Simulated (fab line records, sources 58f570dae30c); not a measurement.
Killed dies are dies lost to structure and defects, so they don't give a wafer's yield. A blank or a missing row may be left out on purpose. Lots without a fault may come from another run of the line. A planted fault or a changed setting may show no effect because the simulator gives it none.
Split-lot experiment | flow berkeley_cmos170 | 5 lots, 23 wafers read, on a route of 331 steps

THE SPLIT
At UCB170_NLDD_IMPLANT_08, the setting dose_cm2 was moved away from the recipe's 5e+13 on 10 of the 23 wafers read, by -7.2% to +6.2%. The other wafers ran this setting at the recipe's value.

FROM THE SPLIT TO THE READING: what the file shows between them, 6 steps
- UCB170_NLDD_IMPLANT_09
- UCB170_NLDD_STRIP_10: strips in O2
- UCB170_NSD_PEB_04 (also split here: peb_temp_c)
- UCB170_NSD_DEVELOP_05: develop time 45 s (also split here: develop_time_s)
- UCB170_NSD_CD_MEAS_06: target cd 1200 nm
- UCB170_NSD_IMPLANT_08

THE READING
NLDD_RS, in ohm/sq, at UCB170_SDANNEAL_RS_MEAS_05 (measures by four-point-probe). Fault-free wafers of this fab line usually give 616.9 ohm/sq, standard deviation 1.8 ohm/sq.

wafer  | tool, chamber at the split | dose_cm2 as run | against the recipe | NLDD_RS, ohm/sq | against lot-mates on the recipe
L074.1 | implanter-02, 0            | 5e+13           | recipe             | 614.8           | -
L074.2 | implanter-02, 0            | 5e+13           | recipe             | 614.9           | -
L074.3 | implanter-02, 0            | 5e+13           | recipe             | 614.9           | -
L074.4 | implanter-02, 0            | 4.673e+13       | -6.5%              | 629.8           | +14.9
L074.6 | implanter-02, 0            | 4.673e+13       | -6.5%              | 629.9           | +15.0
L078.1 | implanter-04, 0            | 5e+13           | recipe             | 615.4           | -
L078.2 | implanter-04, 0            | 4.641e+13       | -7.2%              | 630.7           | +15.1
L078.3 | implanter-04, 0            | 5e+13           | recipe             | 616.2           | -
L078.4 | implanter-04, 0            | 5e+13           | recipe             | 615.1           | -
L078.6 | implanter-04, 0            | 4.641e+13       | -7.2%              | 631.9           | +16.3
L079.2 | implanter-03, 0            | 5.311e+13       | +6.2%              | 607.4           | -11.9
L079.3 | implanter-03, 0            | 5.311e+13       | +6.2%              | 607.7           | -11.5
L079.4 | implanter-03, 0            | 5.311e+13       | +6.2%              | 606.8           | -12.5
L079.5 | implanter-03, 0            | 5e+13           | recipe             | 618.3           | -
L079.6 | implanter-03, 0            | 5e+13           | recipe             | 620.2           | -
L084.2 | implanter-02, 0            | 5e+13           | recipe             | 618.5           | -
L084.4 | implanter-02, 0            | 5e+13           | recipe             | 617.1           | -
L084.5 | implanter-02, 0            | 5e+13           | recipe             | 619.4           | -
L083.1 | implanter-02, 0            | 5e+13           | recipe             | 616.1           | -
L083.3 | implanter-02, 0            | 5.295e+13       | +5.9%              | 605.0           | -12.0
L083.4 | implanter-02, 0            | 5e+13           | recipe             | 618.0           | -
L083.5 | implanter-02, 0            | 5.295e+13       | +5.9%              | 604.2           | -12.8
L083.6 | implanter-02, 0            | 5.295e+13       | +5.9%              | 605.1           | -11.9

THE FIT
A straight line over all 23 wafers: NLDD_RS changes by -1.89 ohm/sq for each +1% of dose_cm2; r = -0.98; the points scatter about the line by 1.7 ohm/sq.
The same after taking each lot's own level away (the mean of its wafers on the recipe; 23 wafers): -2.11 ohm/sq for each +1%; r = -1.00; scatter 0.81 ohm/sq.
On that fit, the largest move of dose_cm2 shifts the reading by 15 ohm/sq.
The lots' own levels span 614.87 to 619.25 ohm/sq, that is 2.4 times the standard deviation above.
So the lot-to-lot level changes the slope: the two fits differ.
Check: with one of the wafers moved furthest among these (-7.2%) left out of the fit, the line predicts +15.6 ohm/sq for it against its lot-mates. It came out at +15.1 ohm/sq against them.

OTHER SPLITS ON THESE WAFERS
These wafers also went through other splits before the reading. Each is held against what the fit with the lots' levels taken away leaves over:
other split on the same wafers       | wafers away from the commonest value | r with NLDD_RS (lot level and that fit taken away)
UCB170_START_OXIDATION_02 temp_c     | 18                                   | +0.18
UCB170_NWELL_IMPLANT_14 energy_kev   | 8                                    | +0.11
UCB170_PWELL_IMPLANT_15 energy_kev   | 6                                    | -0.08
UCB170_PFIELD_IMPLANT_07 dose_cm2    | 10                                   | +0.29
UCB170_FIELD_OXIDATION_01 temp_c     | 15                                   | -0.07
UCB170_PVT_HMDS_00 prime_temp_c      | 10                                   | +0.10
UCB170_NLDD_COAT_01 resist_thk_nm    | 11                                   | +0.11
UCB170_NLDD_EXPOSE_03 dose_mj        | 8                                    | -0.31
UCB170_NSD_PEB_04 peb_temp_c         | 8                                    | -0.04
UCB170_NSD_DEVELOP_05 develop_time_s | 9                                    | -0.06

THE FILE'S OWN FIT
NLDD_RS changes by -2.13 ohm/sq for each +1% of dose_cm2, r = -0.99.
